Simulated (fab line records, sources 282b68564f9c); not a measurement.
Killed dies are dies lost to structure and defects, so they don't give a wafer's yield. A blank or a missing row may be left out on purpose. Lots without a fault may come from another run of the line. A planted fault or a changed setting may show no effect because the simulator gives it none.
Which tool did it? | flow rit_cmos | 11 lots, 33 wafers sampled, at 2 steps of a route of 202

WHAT THE GAUGES READ, wafer by wafer
The record holds no reading of a measuring or inspecting step that can be judged against a usual standard deviation.

WHICH TOOL RAN EACH LOT (tool, then ch and the chambers of the sampled wafers, then the start)
lot  | RIT_SILICIDE_RTA_06             | RIT_M1_PROBE_99
L778 | rtp_anneal-01 ch 0, day 3 04:48 | prober-02, day 3 11:43
L779 | rtp_anneal-02 ch 0, day 3 07:38 | prober-01, day 3 14:19
L781 | rtp_anneal-02 ch 0, day 3 19:18 | prober-01, day 4 01:52
L787 | rtp_anneal-02 ch 0, day 4 23:26 | prober-01, day 5 06:10
L789 | rtp_anneal-02 ch 0, day 5 10:40 | prober-01, day 5 17:47
L790 | rtp_anneal-01 ch 0, day 5 15:48 | prober-02, day 5 22:58
L792 | rtp_anneal-01 ch 0, day 6 01:11 | prober-02, day 6 08:10
L794 | rtp_anneal-01 ch 0, day 6 12:50 | prober-02, day 6 19:26
L796 | rtp_anneal-01 ch 0, day 6 21:14 | prober-02, day 7 04:46
L798 | rtp_anneal-01 ch 0, day 7 07:43 | prober-02, day 7 14:11
L800 | rtp_anneal-01 ch 0, day 7 17:08 | prober-02, day 8 00:44
- RIT_SILICIDE_RTA_06: time 10 s, ramp up 5 s, ramp down 10 s.
- RIT_M1_PROBE_99

WHAT THE TOOLS THEMSELVES READ (means of the sampled wafers that have a number; where no wafer has one, the mark that the record gives instead)
RIT_SILICIDE_RTA_06. Usual: chamber_o2_ppm 2.001, standard deviation 0.021; wafer_temp_C_max 752.7, standard deviation 0.64.
lot  | tool          | chamber_o2_ppm | wafer_temp_C_max | flag
L778 | rtp_anneal-01 | 1.972          | 752.3            |
L779 | rtp_anneal-02 | 2.008          | 752.7            |
L781 | rtp_anneal-02 | 1.977          | 752.6            |
L787 | rtp_anneal-02 | 2.006          | 759.2            | OFF
L789 | rtp_anneal-02 | 1.985          | 759.5            | OFF
L790 | rtp_anneal-01 | 1.988          | 751.6            |
L792 | rtp_anneal-01 | 2.015          | 753.1            |
L794 | rtp_anneal-01 | 1.999          | 752.0            |
L796 | rtp_anneal-01 | 2.011          | 752.6            |
L798 | rtp_anneal-01 | 2.012          | 752.3            |
L800 | rtp_anneal-01 | 2.016          | 752.7            |

RIT_M1_PROBE_99. Usual: killed_at_contacts 0.1, standard deviation 0.23; killed_at_front_end 7.3, standard deviation 2.9; killed_dies 7.3, standard deviation 3; killed_on_rim 1.9, standard deviation 1.5; killed_open 3.6, standard deviation 1.8; killed_short 3.7, standard deviation 2.1.
lot  | tool      | killed_at_contacts | killed_at_front_end | killed_dies | killed_on_rim | killed_open | killed_short | flag
L778 | prober-02 | 0.3                | 8.7                 | 9.0         | 0.0           | 5.0         | 4.0          |
L779 | prober-01 | 0.0                | 6.7                 | 6.7         | 1.0           | 3.0         | 3.7          |
L781 | prober-01 | 0.3                | 6.0                 | 6.3         | 1.0           | 3.7         | 2.7          |
L787 | prober-01 | 0.0                | 6.3                 | 6.3         | 1.3           | 3.0         | 3.3          |
L789 | prober-01 | 0.0                | 4.7                 | 4.7         | 1.3           | 1.3         | 3.3          |
L790 | prober-02 | 0.0                | 7.3                 | 7.3         | 2.3           | 3.3         | 4.0          |
L792 | prober-02 | 0.0                | 9.3                 | 9.3         | 3.3           | 4.7         | 4.7          |
L794 | prober-02 | 0.0                | 6.3                 | 6.3         | 2.0           | 2.0         | 4.3          |
L796 | prober-02 | 0.0                | 8.7                 | 8.7         | 3.7           | 3.3         | 5.3          |
L798 | prober-02 | 0.0                | 7.3                 | 7.3         | 1.0           | 3.7         | 3.7          |
L800 | prober-02 | 0.3                | 8.3                 | 8.7         | 1.0           | 4.3         | 4.0          |

THE ANSWER, worked out from the rows above alone
Rule: a lot is off if the mean of its wafers that have a number lies more than 3 standard deviations from the usual mean. A lot without any number at a reading at which 4 lots or more have one is off too. The other lots that the step has rows for count as sound. The gauges are gone through in route order, then the tools' own readings, and for those a lot's mean is taken as printed above. The first step at which some lot is off is used, and at that step the reading that is off furthest; a lot without a number counts as furthest.
Off: L787, L789, at RIT_SILICIDE_RTA_06 (wafer_temp_C_max).
A tool fits if, at that step or a process step before it, it ran every lot that is off, and no sound lot after the first of them. One fits: rtp_anneal-02 at RIT_SILICIDE_RTA_06. Its last sound lot is L781 (day 3 19:18), its first lot that is off L787 (day 4 23:26): a fault that began between those two fits.
The tool's own readings at RIT_SILICIDE_RTA_06 bear it out: on the lots that are off they differ by more than 5 times the standard deviation of the sound lots' means. wafer_temp_C_max reads 759.4 there against 752.4 on the sound lots.

WHAT THE SIMULATOR HAD PUT IN
Process parameter drift: rtp_anneal-02, from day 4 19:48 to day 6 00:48, at RIT_SILICIDE_RTA_06. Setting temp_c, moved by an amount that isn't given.
Lots struck among those shown: L787, L789. The rule above found the same.
